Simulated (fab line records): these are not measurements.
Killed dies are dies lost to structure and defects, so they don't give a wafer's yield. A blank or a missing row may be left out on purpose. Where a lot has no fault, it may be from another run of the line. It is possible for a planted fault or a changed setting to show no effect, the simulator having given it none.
2 desks looking at one fault / flow rit_cmos / numbers are kept per desk, each desk with only its own; the story behind them comes last

## TOOL OWNER'S DESK, lpcvd-01
The tool's own readings at RIT_SPACER_CVD_03 (deposits Si3N4 from SiH2Cl2/NH3, target thk 250 nm, time 3300 s): means of the sampled wafers that have a number, for each lot that ran on this tool. The brackets show how far a lot's mean lies from the usual mean; more than 4 standard deviations puts the lot out of limits, marked OUT.
Columns: A = spike_tc_centre_C at RIT_SPACER_CVD_03, usual 812.6 C; B = spike_tc_source_C at RIT_SPACER_CVD_03, usual 833.0 C; C = susceptor_temp_C at RIT_SPACER_CVD_03, usual 810.0 C
lot=L396; first seen here=day 3 12:14; A=812.5; B=831.6; C=809.9
lot=L408; first seen here=day 6 00:48; A=812.4; B=834.3; C=809.8
lot=L410; first seen here=day 6 06:13; A=824.7 (+8.6) OUT; B=832.1; C=809.9
lot=L411; first seen here=day 6 14:11; A=824.8 (+8.7) OUT; B=832.0; C=809.6
Finding of this desk: L410, L411 out of limits; the first was L410 at day 6 06:13, on spike_tc_centre_C at RIT_SPACER_CVD_03. L396, L408 stayed within limits.

## THE METROLOGY DESK
What the gauges read, lot by lot, whatever tool the lot ran on: means of the sampled wafers that have a number. The brackets show how far a lot's mean lies from the usual mean; more than 4 standard deviations puts the lot out of limits, marked OUT.
Columns: A = SPACER_NITRIDE_THK at RIT_SPACER_THK_MEAS_04, usual 250.0 nm
lot=L394; first seen here=day 3 00:49; A=249.1
lot=L395; first seen here=day 3 08:50; A=251.7
lot=L396; first seen here=day 3 14:10; A=248.6
lot=L397; first seen here=day 3 20:56; A=249.3
lot=L399; first seen here=day 4 06:17; A=250.7
lot=L400; first seen here=day 4 09:30; A=248.9
lot=L401; first seen here=day 4 14:43; A=249.6
lot=L403; first seen here=day 5 00:48; A=248.6
lot=L404; first seen here=day 5 06:43; A=247.8
lot=L407; first seen here=day 5 17:13; A=251.6
lot=L408; first seen here=day 6 02:44; A=251.2
lot=L409; first seen here=day 6 06:25; A=252.0
lot=L410; first seen here=day 6 08:08; A=283.1 (+15) OUT
lot=L411; first seen here=day 6 16:07; A=269.4 (+8.8) OUT
Per this desk, out of limits: L410, L411; the first was L410, day 6 08:08 (SPACER_NITRIDE_THK at RIT_SPACER_THK_MEAS_04). L394, L395, L396, L397, L399, L400, L401, L403, L404, L407, L408, L409 stayed within limits.

## ALL TOGETHER
An alarm could have come from the tool owner's desk at day 6 06:13, on L410, L411.
The metrology desk could have raised an alarm at day 6 08:08, on L410, L411.
Of the lots named, all ran RIT_SPACER_CVD_03 on lpcvd-01.

## WHAT THE SIMULATOR HAD INSERTED
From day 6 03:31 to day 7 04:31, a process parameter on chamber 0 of lpcvd-01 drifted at RIT_SPACER_CVD_03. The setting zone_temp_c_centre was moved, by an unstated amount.
Lots struck among those shown: L410, L411.
Delay (hours) between the fault's onset and each desk's first out-of-limits reading: 3 at the tool owner's desk, 5 at the metrology desk.
